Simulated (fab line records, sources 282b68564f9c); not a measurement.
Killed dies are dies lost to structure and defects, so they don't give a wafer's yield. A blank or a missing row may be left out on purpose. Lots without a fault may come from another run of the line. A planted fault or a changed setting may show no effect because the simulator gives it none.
A struck lot beside a sound one | flow rit_cmos | 34 steps out of a route of 202
Sound: wafers L224.1, L224.4, L224.5. Struck: wafers L231.3, L231.4, L231.6. The cause comes at the end.
At each step with rows: each side's tool, then ch and its chambers, then its first start. Under that, the readings that differ: sound wafers | struck wafers | difference of the means | sigmas: that difference in standard deviations of wafers without a fault.
alike: readings whose means differ by less than 2 such deviations, and words and numbers that are the same on both sides. not compared: withheld readings, readings that some wafer has no value for, bounds like >300 that may hide the same value, and numbers for which the record gives no deviation and whose values overlap.
The two part at a step that has a row with sigmas, a row that says differs or no value, or rows on one side only. Numbers that don't overlap but have no deviation are shown without sigmas and don't part them. A reading that every wafer of one side lacks parts them only if that side has two wafers or more.

first, 2 steps without rows for these wafers: RIT_SPACER_CLEAN_02 (cleans in SC2, time 600 s); RIT_SPACER_CVD_03 (deposits Si3N4 from SiH2Cl2/NH3, target thk 250 nm, time 3300 s).
RIT_SPACER_THK_MEAS_04:
  sound on film_metro-02, day 5 05:01; struck on film_metro-03, day 6 12:56
  alike: SPACER_NITRIDE_THK
RIT_SPACER_ETCHBACK_05: etches Si3N4 in SF6/CHF3, stops on SiO2, target depth 250 nm, time 240 s.
  sound on rie_diel-03 ch 1,2,3, day 5 05:05; struck on rie_diel-01 ch 0,1, day 6 12:58
  alike: chamber_pressure_mTorr, drypump_motor_current_A, oes_product_au, throttle_valve_pct
  not compared: rf_hours_counter_h
then, 6 steps without rows for these wafers: RIT_NSD_HMDS_00 (prime time 60 s); RIT_NSD_COAT_01 (resist thk 1000 nm); RIT_NSD_SOFTBAKE_02 (time 60 s); RIT_NSD_EXPOSE_03 (exposes mask M9, target cd 40700 nm); RIT_NSD_PEB_04; RIT_NSD_DEVELOP_05 (develop time 50 s).
RIT_NSD_OVL_MEAS_06:
  sound on overlay-02, day 5 06:05; struck on overlay-01, day 6 13:59
  alike: NSD_OVL
then, 1 step without rows for these wafers: RIT_NSD_HARDBAKE_07 (time 60 s).
RIT_NSD_IMPLANT_08:
  sound on implanter-03 ch 0, day 5 06:16; struck on implanter-03 ch 0, day 6 14:13
  reading            | sound                      | struck                        | difference | sigmas
  dose_ions_cm2      | 9.983e+14 1e+15 1.0007e+15 | 7.035e+14 7.033e+14 7.043e+14 | -2.960e+14 | -99 or more
  faraday_current_uA | 3208 3223 3207             | 2167 2188 2119                | -1055      | -18
RIT_NSD_STRIP_09: strips in O2, time 180 s.
  sound on plasma_asher-04 ch 0,1, day 5 06:25; struck on plasma_asher-01 ch 0,1, day 6 14:22
  reading                        | sound          | struck         | difference | sigmas
  chamber_pressure_mTorr (mTorr) | 4004 4004 4005 | 3999 3991 3995 | -9         | -3
  alike: drypump_motor_current_A, o2_flow_sccm
  not compared: rf_hours_counter_h
RIT_NSD_TW_MEAS_10:
  sound on film_metro-02, day 5 06:35; struck on film_metro-01, day 6 14:30
  reading | sound          | struck         | difference | sigmas
  NSD_TW  | 3130 3142 3122 | 2894 2886 2883 | -244       | -16
then, 6 steps without rows for these wafers: RIT_PSD_HMDS_00 (prime time 60 s); RIT_PSD_COAT_01 (resist thk 1000 nm); RIT_PSD_SOFTBAKE_02 (time 60 s); RIT_PSD_EXPOSE_03 (exposes mask M10, target cd 40900 nm); RIT_PSD_PEB_04; RIT_PSD_DEVELOP_05 (develop time 50 s).
RIT_PSD_OVL_MEAS_06:
  sound on overlay-01, day 5 07:30; struck on overlay-01, day 6 15:32
  alike: PSD_OVL
then, 2 steps without rows for these wafers: RIT_PSD_HARDBAKE_07 (time 60 s); RIT_PSD_IMPLANT_08.
RIT_PSD_STRIP_09: strips in O2, time 180 s.
  sound on plasma_asher-03 ch 1, day 5 07:54; struck on plasma_asher-02 ch 0,1, day 6 15:55
  alike: chamber_pressure_mTorr, drypump_motor_current_A, o2_flow_sccm
  not compared: rf_hours_counter_h
RIT_PSD_TW_MEAS_10:
  sound on film_metro-02, day 5 08:05; struck on film_metro-02, day 6 16:03
  alike: PSD_TW
then, 3 steps without rows for these wafers: RIT_SDANNEAL_CLEAN_00 (cleans in SC1, time 600 s); RIT_SDANNEAL_CLEAN_01 (cleans in dHF, time 30 s); RIT_SDANNEAL_CLEAN_02 (cleans in SC2, time 600 s).
RIT_SDANNEAL_RTA_03: time 5 s.
  sound on rtp_anneal-02 ch 0, day 5 08:33; struck on rtp_anneal-01 ch 0, day 6 16:29
  alike: wafer_temp_C_max
RIT_SDANNEAL_RS_MEAS_04: measures by four-point-probe.
  sound on film_metro-02, day 5 08:37; struck on film_metro-01, day 6 16:34
  alike: PSD_RS
RIT_SDANNEAL_RS_MEAS_05: measures by four-point-probe.
  sound on film_metro-02, day 5 08:44; struck on film_metro-01, day 6 16:41
  reading         | sound          | struck            | difference | sigmas
  NSD_RS (ohm/sq) | 84.4 84.5 84.5 | 111.2 111.2 111.0 | +26.7      | +81
RIT_SDANNEAL_RS_MEAS_06: measures by four-point-probe.
  sound on film_metro-02, day 5 08:51; struck on film_metro-01, day 6 16:48
  alike: PLDD_RS
RIT_M1_PROBE_99:
  sound on prober-01, day 5 16:16; struck on prober-02, day 7 00:11
  reading                                   | sound                | struck              | difference | sigmas
  model.etest.nmos_0p3.r_on_ohm_um          | 2104 2060 2120       | 2426 2331 2367      | +280       |
  model.etest.nmos_0p15.r_on_ohm_um         | 1079 1059 1107       | 1280 1245 1262      | +181       |
  model.etest.contact_nplus.end_ohm_um      | 39.5 41.15 43.01     | 73.14 69.23 70.36   | +29.69     |
  model.etest.nmos_0p15.drive_ua_um         | 485.9 487.7 488.1    | 420.4 434.9 430     | -58.8      |
  model.etest.nmos_narrow.drive_ua_um       | 235.3 236.8 235.4    | 195.7 203.5 197.9   | -36.8      |
  model.etest.nmos_0p3.drive_ua_um          | 230 233 230.6        | 197.9 203.8 200.8   | -30.4      |
  model.etest.nmos_0p15.junction_log10_a_um | -13.53 -13.37 -13.54 | -13.27 -13.22 -13.1 | +0.28      |
  model.etest.nmos_0p15.tox_inv_nm (nm)     | 4.495 4.499 4.431    | 4.855 4.846 4.825   | +0.367     |
  alike: killed_at_contacts, killed_at_front_end, killed_dies, killed_open, killed_short

WHERE THEY PART
First at RIT_NSD_IMPLANT_08; last, within this record, at RIT_SDANNEAL_RS_MEAS_05. Later steps at which nothing parts them and some readings are alike: RIT_SDANNEAL_RS_MEAS_06, RIT_M1_PROBE_99.

WHY: what the simulator had put in
Process parameter drift: implanter-03, from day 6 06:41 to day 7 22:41, at RIT_NSD_IMPLANT_08. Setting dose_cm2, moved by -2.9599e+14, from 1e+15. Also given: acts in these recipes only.
